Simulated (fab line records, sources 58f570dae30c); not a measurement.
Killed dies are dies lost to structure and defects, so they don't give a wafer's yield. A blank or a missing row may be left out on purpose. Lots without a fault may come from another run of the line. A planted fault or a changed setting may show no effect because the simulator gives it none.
Split-lot experiment | flow berkeley_cmos170 | 5 lots, 23 wafers read, on a route of 331 steps

THE SPLIT
At UCB170_CONTACT_COAT_10 (resist thk 900 nm), the setting resist_thk_nm was moved away from the recipe's 900 nm on 9 of the 23 wafers read, by -1.5% to +5.3%. The other wafers ran this setting at the recipe's value.

FROM THE SPLIT TO THE READING: what the file shows between them, 3 steps
- UCB170_CONTACT_SOFTBAKE_11: time 60 s
- UCB170_CONTACT_EXPOSE_12: exposes mask CONT, target cd 700 nm
- UCB170_CONTACT_ETCH_17: etches BARC in N2/H2

THE READING
KrF_of_CONTACT_COAT_10.thk_nm (the simulator's own value, which no gauge read), in nm, at UCB170_CONTACT_ETCH_18 (etches PSG in CHF3/CF4/Ar, stops on TiSi2, target depth 840 nm, time 195 s). The file gives no usual value for it. The 14 wafers here that ran the recipe average 692.2 nm, standard deviation 6.8 nm.

wafer  | tool, chamber at the split | resist_thk_nm as run, nm | against the recipe | KrF_of_CONTACT_COAT_10.thk_nm, nm | against lot-mates on the recipe
L074.1 | litho_track-04, 0          | 900                      | recipe             | 703.7                             | -
L074.2 | litho_track-04, 0          | 947.4                    | +5.3%              | 741.9                             | +44.6
L074.4 | litho_track-04, 0          | 900                      | recipe             | 685.1                             | -
L074.5 | litho_track-04, 0          | 947.4                    | +5.3%              | 741.9                             | +44.6
L074.6 | litho_track-04, 0          | 900                      | recipe             | 703.1                             | -
L076.1 | litho_track-02, 0          | 900                      | recipe             | 701.3                             | -
L076.2 | litho_track-02, 0          | 886.1                    | -1.5%              | 675.9                             | -17.6
L076.3 | litho_track-02, 0          | 900                      | recipe             | 691.7                             | -
L076.4 | litho_track-02, 0          | 886.1                    | -1.5%              | 679.5                             | -14.0
L076.5 | litho_track-02, 0          | 900                      | recipe             | 687.4                             | -
L081.1 | litho_track-01, 0          | 900                      | recipe             | 685.6                             | -
L081.3 | litho_track-01, 0          | 900                      | recipe             | 701.2                             | -
L081.5 | litho_track-01, 0          | 900                      | recipe             | 688                               | -
L083.1 | litho_track-02, 0          | 900                      | recipe             | 689.6                             | -
L083.2 | litho_track-02, 0          | 933.1                    | +3.7%              | 724.2                             | +35.1
L083.3 | litho_track-02, 0          | 900                      | recipe             | 690.4                             | -
L083.5 | litho_track-02, 0          | 900                      | recipe             | 687.4                             | -
L083.6 | litho_track-02, 0          | 933.1                    | +3.7%              | 727.7                             | +38.6
L084.2 | litho_track-04, 0          | 932.8                    | +3.6%              | 719                               | +31.0
L084.3 | litho_track-04, 0          | 932.8                    | +3.6%              | 717.7                             | +29.7
L084.4 | litho_track-04, 0          | 900                      | recipe             | 692.4                             | -
L084.5 | litho_track-04, 0          | 932.8                    | +3.6%              | 721.5                             | +33.5
L084.6 | litho_track-04, 0          | 900                      | recipe             | 683.6                             | -

THE FIT
A straight line over all 23 wafers: KrF_of_CONTACT_COAT_10.thk_nm changes by +8.83 nm for each +1% of resist_thk_nm; r = +0.95; the points scatter about the line by 6.1 nm.
The same after taking each lot's own level away (the mean of its wafers on the recipe; 23 wafers): +8.95 nm for each +1%; r = +0.96; scatter 5.3 nm.
On that fit, the largest move of resist_thk_nm shifts the reading by 47 nm.
The lots' own levels span 688.00 to 697.30 nm, that is 1.4 times the standard deviation above.
So the lot-to-lot level changes the slope little: the two slopes agree.
Check: with one of the wafers moved furthest among these (+5.3%) left out of the fit, the line predicts +47.6 nm for it against its lot-mates. It came out at +44.6 nm against them.

OTHER SPLITS ON THESE WAFERS
These wafers also went through other splits before the reading. Each is held against what the fit with the lots' levels taken away leaves over:
other split on the same wafers      | wafers away from the commonest value | r with KrF_of_CONTACT_COAT_10.thk_nm (lot level and that fit taken away)
UCB170_NWELL_OXIDATION_01 temp_c    | 5                                    | +0.06
UCB170_NWELL_IMPLANT_14 energy_kev  | 7                                    | +0.12
UCB170_PWELL_OXIDATION_02 ox_time_s | 10                                   | -0.12
UCB170_PFIELD_IMPLANT_07 energy_kev | 5                                    | +0.09
UCB170_NLDD_EXPOSE_03 dose_mj       | 8                                    | +0.49
UCB170_SPACER_CVD_00 time_s         | 8                                    | -0.01
UCB170_NSD_PEB_04 peb_temp_c        | 5                                    | -0.23
UCB170_CONTACT_CVD_01 temp_c        | 15                                   | +0.11

THE WHOLE CHAIN: every reading that the file lists as answering this split, in the file's order
step                   | what it does                                                               | reading                                                                        | change (the file's fit)              | r (the file's)
UCB170_CONTACT_COAT_10 | resist thk 900 nm                                                          | KrF_of_CONTACT_COAT_10.thk_nm (the simulator's own value, which no gauge read) | +9.3 nm for each +1% of the setting  | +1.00
UCB170_CONTACT_ETCH_18 | etches PSG in CHF3/CF4/Ar, stops on TiSi2, target depth 840 nm, time 195 s | KrF_of_CONTACT_COAT_10.thk_nm (the simulator's own value, which no gauge read) | +8.95 nm for each +1% of the setting | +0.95

THE FILE'S OWN FIT
KrF_of_CONTACT_COAT_10.thk_nm changes by +8.95 nm for each +1% of resist_thk_nm, r = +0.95.
